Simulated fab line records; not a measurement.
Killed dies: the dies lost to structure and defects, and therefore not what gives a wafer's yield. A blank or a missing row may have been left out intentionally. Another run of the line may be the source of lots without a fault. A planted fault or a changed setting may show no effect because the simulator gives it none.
A struck lot beside a sound one	flow berkeley cmos170	26 out of 331 route steps
Sound: the wafers L261.1, L261.4, L261.6. The struck wafers were L271.3, L271.4, L271.6. At the end, the cause is stated.
Each step with rows lists, per side, the tool, then ch with its chambers, then its first start. Under that, the readings that differ: sound wafers	struck wafers	difference of the means	sigmas: that difference in standard deviations of wafers without a fault.
alike: a reading whose means differ by less than 2 such deviations, as well as words and numbers matching on both sides. not compared: withheld readings; readings where some wafer has no value; bounds like >300 that might hide an equal value; numbers whose values overlap and for which the record gives no deviation.
Wherever a step has rows on one side only, a row that says differs or no value, or a row with sigmas, the two part there. Numbers that have no deviation but don't overlap get no sigmas and don't part them. A reading missing from all wafers of one side parts the sides only when that side holds two or more wafers.

first, 3 steps without rows for these wafers: UCB170_PVT_EXPOSE_03 (exposes mask NWELL, target cd 3000 nm); UCB170_PVT_PEB_04; UCB170_PVT_DEVELOP_05 (develop time 45 s).
UCB170_PVT_OVL_MEAS_06:
  sound on overlay-02, day 7 07:32; struck on overlay-01, day 9 10:17
  alike: PVT_OVL
after that, 1 step had no rows for these wafers: UCB170_PVT_IMPLANT_07.
UCB170_PVT_STRIP_08: strips in O2.
  sound on plasma asher-01 ch 0,1, day 7 07:43; struck on plasma asher-04 ch 0,1, day 9 10:30
  alike: drypump motor current A, oes product au, strip time to endpoint s
  not compared: rf hours counter h
UCB170_PVT_TW_MEAS_09:
  sound on film metro-03, day 7 07:49; struck on film metro-03, day 9 10:35
  alike: PVT_TW
then, 1 step without rows for these wafers: UCB170_GATE_WET_ETCH_00 (etches SiO2 in dHF, time 200 s).
UCB170_FIELD_THK_MEAS_91:
  sound on film metro-02, day 7 07:56; struck on film metro-02, day 9 10:43
reading	sound	struck	difference	sigmas
FIELD_OXIDE_LEFT_2_THK (nm)	341 344 343	365 367 365	+23	+2
then, 1 step without rows for these wafers: UCB170_GATE_OXIDATION_01 (target thk 6.6 nm, ox time 1800 s).
UCB170_GATE_THK_MEAS_02:
  sound on film metro-01, day 7 14:47; struck on film metro-03, day 9 15:44
  alike: GATE_OXIDE_THK
then, 1 step without rows for these wafers: UCB170_GATE_ANNEAL_03 (time 1800 s).
UCB170_GATE_CVD_04: deposits poly-Si from SiH4, time 1440 s, target thk 214 nm.
  sound on lpcvd-01 ch 1, day 7 21:49; struck on lpcvd-01 ch 0, day 9 21:56
  alike: susceptor temp C
UCB170_GATE_THK_MEAS_05:
  sound on film metro-04, day 7 23:13; struck on film metro-04, day 9 23:22
reading	sound	struck	difference	sigmas
GATE_POLY_THK (nm)	211.4 211.8 209.8	425.6 423.6 422.8	+213.0	+85
then, 6 steps without rows for these wafers: UCB170_GATE_COAT_06; UCB170_GATE_COAT_07 (resist thk 900 nm); UCB170_GATE_SOFTBAKE_08 (time 60 s); UCB170_GATE_EXPOSE_09 (exposes mask POLY, target cd 350 nm); UCB170_GATE_PEB_10; UCB170_GATE_DEVELOP_11 (develop time 45 s).
UCB170_GATE_CD_MEAS_12 targets a cd of 350 nm.
  sound on cd sem-01, day 8 01:13; struck on cd sem-01, day 10 00:17
  alike: cd nm
UCB170_GATE_OVL_MEAS_13:
  sound on overlay-01, day 8 01:20; struck on overlay-01, day 10 00:22
reading	sound	struck	difference	sigmas
GATE_OVL (nm)	11 18 13	5 -3 1	-13	-2
UCB170_GATE_ETCH_14: etches BARC in N2/H2.
  sound on rie diel-03 ch 0,2,3, day 8 01:22; struck on rie diel-01 ch 0,1, day 10 00:24
  alike: drypump motor current A, oes product au, throttle valve pct
UCB170_GATE_ETCH_15: etches poly-Si in HBr/Cl2, stops on SiO2, time 56.3 s, target depth 278.2 nm.
  sound on rie si-01 ch 0,1,3, day 8 01:25; struck on rie si-02 ch 0,1, day 10 00:26
reading	sound	struck	difference	sigmas
oes product au (a.u.)	0.832 0.828 0.818	1.017 0.978 1.012	+0.176	+18
model.etch.depth nm (nm)	211.6 211.9 209.9	282.3 265.5 282.1	+65.5	
model.GATE.feature depth nm (nm)	211.6 211.9 210	282.3 265.5 282.1	+65.5	
  alike: drypump motor current A, throttle valve pct
  not compared: rf hours counter h
UCB170_GATE_STRIP_16: strips in O2.
  sound on plasma asher-03 ch 0,1, day 8 01:28; struck on plasma asher-01 ch 0,1, day 10 00:31
reading	sound	struck	difference	sigmas
drypump motor current A (A)	5.43 5.70 5.69	5.47 5.37 5.38	-0.20	-2
model.poly-Si_of_GATE_CVD_04.thk nm (nm)	211.3 211.6 209.5	425.2 423.1 422.6	+212.8	
  alike: oes product au
  not compared: rf hours counter h
UCB170_GATE_CD_MEAS_90 targets a cd of 350 nm.
  sound on cd sem-01, day 8 01:34; struck on cd sem-01, day 10 00:38
  alike: cd nm

## WHERE THEY PART
Earliest at UCB170_FIELD_THK_MEAS_91; latest, in this record, at UCB170_GATE_STRIP_16. Later steps at which nothing parts them and some readings are alike: UCB170_GATE_CD_MEAS_90.

WHY: what the simulator had put in
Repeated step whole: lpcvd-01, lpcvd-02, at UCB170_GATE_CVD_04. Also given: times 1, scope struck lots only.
